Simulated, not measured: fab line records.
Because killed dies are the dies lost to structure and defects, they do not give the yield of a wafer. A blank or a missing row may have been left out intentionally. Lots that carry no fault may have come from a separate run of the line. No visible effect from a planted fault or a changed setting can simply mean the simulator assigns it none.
Which tool did it? ; flow rit cmos ; 14 lots with 42 wafers sampled at 4 steps, on a route of 202 steps

## WHAT THE GAUGES READ, wafer by wafer
RIT_PSD_OVL_MEAS_06.
lot;measured;on;PSD_OVL (nm)
L240;day 3 09:56;overlay-01;0.0 0.0 -0.8
L241;day 3 11:50;overlay-01;2.1 1.5 0.4
L242;day 3 16:08;overlay-02;0.9 1.2 2.4
L244;day 4 06:05;overlay-01;1.3 1.6 0.7
L249;day 5 09:50;overlay-01;0.5 -2.2 -1.0
L250;day 5 12:23;overlay-02;0.6 0.9 1.3
L254;day 6 06:46;overlay-01;1.9 1.5 2.3
L255;day 6 11:29;overlay-01;-1.0 -2.1 -2.0
L257;day 6 20:39;overlay-01;3.3 3.8 1.7
L258;day 7 01:52;overlay-01;1.1 0.1 1.5
L259;day 7 08:26;overlay-02;1.5 0.7 1.1
L262;day 8 00:11;overlay-02;2.2 0.4 1.3

## WHAT TOOL EACH LOT RAN ON (gives the tool, then ch and the chambers of the sampled wafers, and finally the start)
lot;RIT_ACTIVE_STRIP_14;RIT_PLDD_STRIP_09;RIT_NSD_STRIP_09
L240;plasma asher-01 ch 0,1, day 1 20:44;plasma asher-01 ch 0,1, day 3 04:16;plasma asher-02 ch 0,1, day 3 08:50
L241;plasma asher-01 ch 0,1, day 2 01:19;plasma asher-04 ch 0,1, day 3 06:43;plasma asher-02 ch 0,1, day 3 10:46
L242;plasma asher-02 ch 0,1, day 2 06:53;plasma asher-01 ch 0, day 3 11:00;plasma asher-01 ch 0,1, day 3 15:02
L244;plasma asher-03 ch 0,1, day 2 16:06;plasma asher-04 ch 0,1, day 4 00:57;plasma asher-02 ch 0,1, day 4 04:52
L247;plasma asher-02 ch 0,1, day 3 06:54;-;-
L248;plasma asher-03 ch 0,1, day 3 16:23;-;-
L249;plasma asher-02 ch 0,1, day 3 19:25;plasma asher-03 ch 0, day 5 04:43;plasma asher-03 ch 0,1, day 5 08:38
L250;plasma asher-02 ch 0,1, day 3 23:27;plasma asher-03 ch 0,1, day 5 07:22;plasma asher-03 ch 0,1, day 5 11:17
L254;plasma asher-03 ch 0,1, day 4 19:09;plasma asher-04 ch 0,1, day 6 01:31;plasma asher-02 ch 0,1, day 6 05:29
L255;plasma asher-02 ch 0,1, day 5 00:06;plasma asher-01 ch 0, day 6 05:22;plasma asher-03 ch 1, day 6 10:17
L257;plasma asher-03 ch 0,1, day 5 09:11;plasma asher-04 ch 1, day 6 15:34;plasma asher-02 ch 0,1, day 6 19:34
L258;plasma asher-02 ch 0,1, day 5 14:35;plasma asher-03 ch 0,1, day 6 20:50;plasma asher-03 ch 0,1, day 7 00:47
L259;plasma asher-02 ch 0,1, day 5 19:05;plasma asher-04 ch 0,1, day 7 03:24;plasma asher-01 ch 0,1, day 7 07:20
L262;plasma asher-02 ch 0,1, day 6 09:50;plasma asher-04 ch 0,1, day 7 18:44;plasma asher-01 ch 0,1, day 7 22:58
- RIT_ACTIVE_STRIP_14: strips in O2, time 180 s.
- RIT_PLDD_STRIP_09: strips in O2, time 180 s.
- RIT_NSD_STRIP_09: strips in O2, time 180 s.

## WHAT THE TOOLS THEMSELVES READ (means of the sampled wafers that have a number; where no wafer has one, the mark that the record gives instead)
RIT_ACTIVE_STRIP_14.
lot;tool;chamber pressure mTorr (mTorr);drypump motor current A (A)
L240;plasma asher-01;3998;5.5
L241;plasma asher-01;4003;5.5
L242;plasma asher-02;3999;5.9
L244;plasma asher-03;4002;5.3
L247;plasma asher-02;-;-
L248;plasma asher-03;-;-
L249;plasma asher-02;4000;5.9
L250;plasma asher-02;3999;5.9
L254;plasma asher-03;3999;5.4
L255;plasma asher-02;4000;5.8
L257;plasma asher-03;4003;5.3
L258;plasma asher-02;3999;5.9
L259;plasma asher-02;3999;5.8
L262;plasma asher-02;3997;5.9

RIT_PLDD_STRIP_09.
lot;tool;chamber pressure mTorr (mTorr);drypump motor current A (A)
L240;plasma asher-01;4002;6.0
L241;plasma asher-04;4006;5.9
L242;plasma asher-01;3998;4.9
L244;plasma asher-04;4004;6.0
L249;plasma asher-03;4002;5.6
L250;plasma asher-03;4002;5.4
L254;plasma asher-04;4003;6.1
L255;plasma asher-01;3999;4.9
L257;plasma asher-04;3998;6.2
L258;plasma asher-03;4000;5.3
L259;plasma asher-04;3999;6.0
L262;plasma asher-04;3998;6.0

RIT_NSD_STRIP_09.
lot;tool;chamber pressure mTorr (mTorr);drypump motor current A (A)
L240;plasma asher-02;4002;5.9
L241;plasma asher-02;3996;5.8
L242;plasma asher-01;3998;6.0
L244;plasma asher-02;4000;5.8
L249;plasma asher-03;4000;5.4
L250;plasma asher-03;3997;5.3
L254;plasma asher-02;4000;5.9
L255;plasma asher-03;4007;5.2
L257;plasma asher-02;4003;5.9
L258;plasma asher-03;3997;5.5
L259;plasma asher-01;4003;6.0
L262;plasma asher-01;3999;5.5

## THE ANSWER, worked out from the rows above alone
Rule: the usual values come from the lots themselves. The widest of any qualifying gaps counts: lots, ordered by their means at a reading, are off when they make up no more than a third of the lots, leave a main group of 4 or more, and stand apart from it by 3 or more times the standard deviation of that group's means. If all means in a main group match to the digits the tables above print for the reading, that group is not used. A lot without any number at a reading at which 4 lots or more have one is off too. Where the step has rows for the other lots, those lots are counted as sound. Order of review: gauges by route order, followed by the tools' own readings, for which a lot's mean as printed above is used. At the first step where some lot is off, the reading lying furthest off is the one used; lots without a number count as furthest.
Off: L247, L248, at RIT_ACTIVE_STRIP_14 (chamber pressure mTorr). Without a number there: L247, L248. Main group: mean 4000 mTorr, sd 1.8.
A tool fits if, at that step or a process step before it, it ran every lot that is off, and no sound lot after the first of them. Of those tried, none fits.

## WHAT THE SIMULATOR HAD PUT IN
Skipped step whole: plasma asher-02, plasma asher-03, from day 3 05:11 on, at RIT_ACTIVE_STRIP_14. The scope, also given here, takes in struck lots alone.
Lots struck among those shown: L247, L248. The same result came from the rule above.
